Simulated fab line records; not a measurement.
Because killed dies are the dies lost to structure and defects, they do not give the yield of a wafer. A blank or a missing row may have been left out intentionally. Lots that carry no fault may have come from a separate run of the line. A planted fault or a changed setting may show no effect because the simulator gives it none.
8D (eight disciplines) problem report, filled in by code | flow berkeleyCmos170 | the parts of the form that need people (team, actions taken, sign-off) are left out

1. WHAT IS WRONG
Mean PVT_TW at UCB170_PVT_TW_MEAS_09: 479 over 6 wafers in 2 lots; fault-free wafers: 507, standard deviation 4.4. That is -6.3 standard deviations from the usual mean.
Seen first at day 9 13:11 on filmMetro-01, wafer L675.1. The record holds 42 wafers of 14 lots with a number at this step. The rule behind "out" and "out of limits": a value lying over 4 standard deviations away from the usual mean. Any other wafer with a number is counted as sound.

2. WHAT IT IS, WHAT IT ISN'T
question                    | is                         | is not
which readings at this step | PVT_TW                     | -
which lots                  | L675, L678                 | L662, L663, L664, L665, L666, L667, L668, L669, L670, L679, L681, L685
which wafers of those lots  | all that have a number     | -
read on which gauges        | filmMetro-01, filmMetro-03 | filmMetro-02
when                        | from day 9 13:11           | up to then (27 sound wafers); but 9 sound wafers of L679, L681, L685 came after

3. SUSPECTS, AND WHAT RULES EACH OUT
Counting: a tool at a process step up to the reading stays a suspect if it ran every lot that is out and no sound lot after the first of them.
- the gauge at UCB170_PVT_TW_MEAS_09 has been ruled out. Those wafers that are out were read across 2 gauges (filmMetro-01, filmMetro-03).
- implanter-01 at UCB170_PVT_IMPLANT_07: kept. It ran every lot that is out, first L675 (day 9 12:56), and no sound lot after that; its last sound lot up to then is L668 (day 8 03:51). Its own beamEnergyKeV readings are out on those wafers.
Left after counting: implanter-01 at UCB170_PVT_IMPLANT_07.

4. THE CAUSE (what the simulator had put in)
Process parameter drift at UCB170_PVT_IMPLANT_07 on implanter-01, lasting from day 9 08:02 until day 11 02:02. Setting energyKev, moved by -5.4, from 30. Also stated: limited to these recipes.
Counting left only this tool.

5. THE CHAIN OF EFFECTS, in route order
Each row: a reading whose mean over the struck wafers that have a number lies more than 3 standard deviations from the usual. Only readings for which the record gives a usual standard deviation are gone through. hours: the time from each lot's start at the first step in this table that gives one to its start at this step, as a median over the lots. sigmas: the change in usual standard deviations.
hours | step                  | reading       | usual  | on struck wafers | change | sigmas
0     | UCB170_PVT_IMPLANT_07 | beamEnergyKeV | 30.000 | 24.597           | -5.403 | -99 or more
0     | UCB170_PVT_TW_MEAS_09 | PVT_TW        | 507    | 479              | -28    | -6.3
The process steps in it:
- UCB170_PVT_IMPLANT_07

6. WHAT WOULD HAVE CAUGHT IT SOONER
5 hours passed between the start of the fault at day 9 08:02 and the first reading out of limits at a measuring or inspecting step in this record, taken at day 9 13:11.
Tool's own readings at UCB170_PVT_IMPLANT_07, beamEnergyKeV: out on all struck wafers the step has rows for; an alarm limit on them would have tripped on the first.
Of the lots that are out (2), L678 began UCB170_PVT_IMPLANT_07 on implanter-01 after day 9 13:11. Putting the tool on hold at that point would have spared it.
